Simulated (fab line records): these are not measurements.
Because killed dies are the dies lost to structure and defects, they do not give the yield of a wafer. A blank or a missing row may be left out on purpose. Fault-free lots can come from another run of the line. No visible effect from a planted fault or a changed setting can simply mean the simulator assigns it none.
Which tool was responsible? / flow berkeleyCmos170 / 7 lots with 21 wafers sampled at 2 steps, on a route of 331 steps

== WHAT THE GAUGES READ, wafer by wafer ==
UCB170_V1_BOW_MEAS_03.
lot=L142; measured=day 7 23:34; on=filmMetro-01; V1_BOW (um)=11 11 17
lot=L144; measured=day 8 10:32; on=filmMetro-03; V1_BOW (um)=16 25 16
lot=L149; measured=day 8 22:15; on=filmMetro-02; V1_BOW (um)=20 11 14
lot=L152; measured=day 9 12:37; on=filmMetro-01; V1_BOW (um)=21 30 21
lot=L159; measured=day 11 06:24; on=filmMetro-03; V1_BOW (um)=25 15 15
lot=L162; measured=day 11 15:17; on=filmMetro-02; V1_BOW (um)=21 24 20
lot=L164; measured=day 11 21:18; on=filmMetro-03; V1_BOW (um)=15 18 20

== WHICH TOOL RAN EACH LOT (tool, then ch and the chambers of the sampled wafers, then the start) ==
lot=L142; UCB170_CONTACT_STRIP_06=plasmaAsher-02 ch 0, day 7 15:08
lot=L144; UCB170_CONTACT_STRIP_06=plasmaAsher-01 ch 0,1, day 8 02:41
lot=L149; UCB170_CONTACT_STRIP_06=plasmaAsher-02 ch 0,1, day 8 11:21
lot=L152; UCB170_CONTACT_STRIP_06=plasmaAsher-02 ch 0,1, day 9 02:44
lot=L159; UCB170_CONTACT_STRIP_06=plasmaAsher-03 ch 0,1, day 10 18:52
lot=L162; UCB170_CONTACT_STRIP_06=plasmaAsher-03 ch 0,1, day 11 04:32
lot=L164; UCB170_CONTACT_STRIP_06=plasmaAsher-01 ch 0,1, day 11 12:27
- UCB170_CONTACT_STRIP_06: strips in O2.

== THE ANSWER, worked out from the rows above alone ==
Rule: what is usual is taken from the lots themselves. Put in order of their means at a reading, lots are off if they are a third of the lots or fewer, leave a main group of 4 or more, and stand apart from it by a gap of 3 or more times the standard deviation of the main group's means; of several such gaps the widest counts. If all means in a main group match to the digits the tables above print for the reading, that group is not used. A lot without any number at a reading at which 4 lots or more have one is off too. The other lots that the step has rows for count as sound.
Across all readings shown, no lot is off: no conclusion can be drawn from this.

== WHAT THE SIMULATOR HAD INSERTED ==
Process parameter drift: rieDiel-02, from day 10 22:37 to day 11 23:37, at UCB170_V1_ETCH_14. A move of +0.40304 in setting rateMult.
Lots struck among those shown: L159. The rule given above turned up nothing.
